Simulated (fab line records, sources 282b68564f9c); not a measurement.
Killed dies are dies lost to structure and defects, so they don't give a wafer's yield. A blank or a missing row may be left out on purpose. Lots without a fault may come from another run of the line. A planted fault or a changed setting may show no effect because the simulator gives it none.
Problem report in the 8D (eight disciplines) form, filled by code | flow rit_cmos | the parts of the form that need people (team, actions taken, sign-off) are left out

1. THE PROBLEM
NWELL_TW at RIT_NWELL_TW_MEAS_10 reads a mean of 1772 on 6 wafers of 2 lots; wafers without a fault read 2133 with a standard deviation of 22. That is -16 standard deviations from the usual mean.
First seen on wafer L555.1, day 3 04:12, on film_metro-03. The record holds 42 wafers of 14 lots with a number at this step. Rule for "out", or "out of limits": more than 4 standard deviations from the usual mean. The other wafers with a number count as sound.

2. WHAT IT IS AND WHAT IT IS NOT
question                    | is                     | is not
which readings at this step | NWELL_TW               | -
which lots                  | L555, L558             | L549, L550, L551, L552, L553, L554, L564, L567, L569, L570, L571, L572
which wafers of those lots  | all that have a number | -
read on which gauges        | film_metro-03          | film_metro-01, film_metro-04
when                        | from day 3 04:12       | up to then (18 sound wafers); but 18 sound wafers of L564, L567, L569, L570, L571, L572 came after

3. SUSPECTS, AND WHAT RULES EACH OUT
Counting: a tool at a process step up to the reading stays a suspect if it ran every lot that is out and no sound lot after the first of them.
- the gauge at RIT_NWELL_TW_MEAS_10: ruled out. All the wafers that are out were read on film_metro-03, but those of them that RIT_NWELL_IMPLANT_08 has rows for are out there too, on other tools.
- implanter-02 at RIT_NWELL_IMPLANT_08: ruled out as a lasting fault. Sound lots L571 ran on it after its first lot that is out, L555 (day 3 03:53).
Left after counting: nothing in the record.

4. THE CAUSE (what the simulator had put in)
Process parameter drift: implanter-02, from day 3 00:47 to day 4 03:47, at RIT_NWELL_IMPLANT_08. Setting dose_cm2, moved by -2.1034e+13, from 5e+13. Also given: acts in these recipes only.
Counting ruled it out, wrongly: the rule takes a fault to strike every lot that its tool runs from its start on, and this one did not.

5. THE CHAIN OF EFFECTS, in route order
Each row: a reading whose mean over the struck wafers that have a number lies more than 3 standard deviations from the usual. Only readings for which the record gives a usual standard deviation are gone through. hours: the time from each lot's start at the first step in this table that gives one to its start at this step, as a median over the lots. sigmas: the change in usual standard deviations.
hours | step                     | reading            | usual        | on struck wafers | change     | sigmas
0     | RIT_NWELL_IMPLANT_08     | dose_ions_cm2      | 4.999e+13    | 2.891e+13        | -2.108e+13 | -99 or more
0     | RIT_NWELL_IMPLANT_08     | faraday_current_uA | 158          | 91               | -67        | -21
0     | RIT_NWELL_TW_MEAS_10     | NWELL_TW           | 2133         | 1772             | -361       | -16
7     | RIT_WELLDRIVE_RS_MEAS_01 | NWELL_RS           | 275.4 ohm/sq | 387.4            | +112.1     | +99 or more
The process steps in it:
- RIT_NWELL_IMPLANT_08

6. WHAT WOULD HAVE CAUGHT IT SOONER
In this record the first reading out of limits at a measuring or inspecting step was taken at day 3 04:12, 3 hours after the fault began at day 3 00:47.
The tool's own readings at RIT_NWELL_IMPLANT_08 were out on every struck wafer that the step has a row for (dose_ions_cm2, faraday_current_uA): an alarm limit on them would have fired on the first of those.
